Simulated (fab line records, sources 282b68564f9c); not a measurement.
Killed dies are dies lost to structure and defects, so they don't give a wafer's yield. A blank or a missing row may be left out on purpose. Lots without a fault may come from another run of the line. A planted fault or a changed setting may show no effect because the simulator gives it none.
Which tool did it? | flow rit_cmos | 14 lots, 42 wafers sampled, at 1 step of a route of 202

WHAT THE GAUGES READ, wafer by wafer
The record holds no reading of a measuring or inspecting step that can be judged against a usual standard deviation.

WHICH TOOL RAN EACH LOT (tool, then ch and the chambers of the sampled wafers, then the start)
lot  | RIT_PSD_STRIP_09
L991 | plasma_asher-04 ch 0,1, day 3 01:43
L992 | plasma_asher-02 ch 0,1, day 3 10:44
L100 | plasma_asher-01 ch 0, day 4 23:25
L101 | plasma_asher-02 ch 0,1, day 5 03:53
L103 | plasma_asher-01 ch 0,1, day 5 13:39
L104 | plasma_asher-04 ch 0,1, day 5 18:59
L105 | plasma_asher-04 ch 0,1, day 5 23:56
L106 | plasma_asher-04 ch 0,1, day 6 05:01
L107 | plasma_asher-02 ch 0,1, day 6 10:37
L108 | plasma_asher-02 ch 0,1, day 6 13:46
L109 | plasma_asher-01 ch 0,1, day 6 18:19
L110 | plasma_asher-04 ch 0,1, day 7 01:23
L113 | plasma_asher-04 ch 0,1, day 7 15:17
L114 | plasma_asher-02 ch 0,1, day 7 20:50
- RIT_PSD_STRIP_09: strips in O2, time 180 s.

WHAT THE TOOLS THEMSELVES READ (means of the sampled wafers that have a number; where no wafer has one, the mark that the record gives instead)
RIT_PSD_STRIP_09.
lot  | tool            | chamber_pressure_mTorr (mTorr) | drypump_motor_current_A (A)
L991 | plasma_asher-04 | 3999                           | 5.5
L992 | plasma_asher-02 | 4004                           | 6.1
L100 | plasma_asher-01 | -                              | -
L101 | plasma_asher-02 | -                              | -
L103 | plasma_asher-01 | 4000                           | 6.5
L104 | plasma_asher-04 | 4000                           | 5.7
L105 | plasma_asher-04 | 4000                           | 5.5
L106 | plasma_asher-04 | 4000                           | 5.7
L107 | plasma_asher-02 | 4000                           | 5.8
L108 | plasma_asher-02 | 4003                           | 6.1
L109 | plasma_asher-01 | 4000                           | 6.5
L110 | plasma_asher-04 | 4000                           | 5.7
L113 | plasma_asher-04 | 3996                           | 5.7
L114 | plasma_asher-02 | 4001                           | 5.8

THE ANSWER, worked out from the rows above alone
Rule: what is usual is taken from the lots themselves. Put in order of their means at a reading, lots are off if they are a third of the lots or fewer, leave a main group of 4 or more, and stand apart from it by a gap of 3 or more times the standard deviation of the main group's means; of several such gaps the widest counts. A main group whose means are all the same, to the digits that the tables above print for the reading, isn't used. A lot without any number at a reading at which 4 lots or more have one is off too. The other lots that the step has rows for count as sound. The gauges are gone through in route order, then the tools' own readings, and for those a lot's mean is taken as printed above. The first step at which some lot is off is used, and at that step the reading that is off furthest; a lot without a number counts as furthest.
Off: L100, L101, at RIT_PSD_STRIP_09 (chamber_pressure_mTorr). Without a number there: L100, L101. The main group: mean 4000 mTorr, standard deviation 1.9.
A tool fits if, at that step or a process step before it, it ran every lot that is off, and no sound lot after the first of them. None of those tried fits.

WHAT THE SIMULATOR HAD PUT IN
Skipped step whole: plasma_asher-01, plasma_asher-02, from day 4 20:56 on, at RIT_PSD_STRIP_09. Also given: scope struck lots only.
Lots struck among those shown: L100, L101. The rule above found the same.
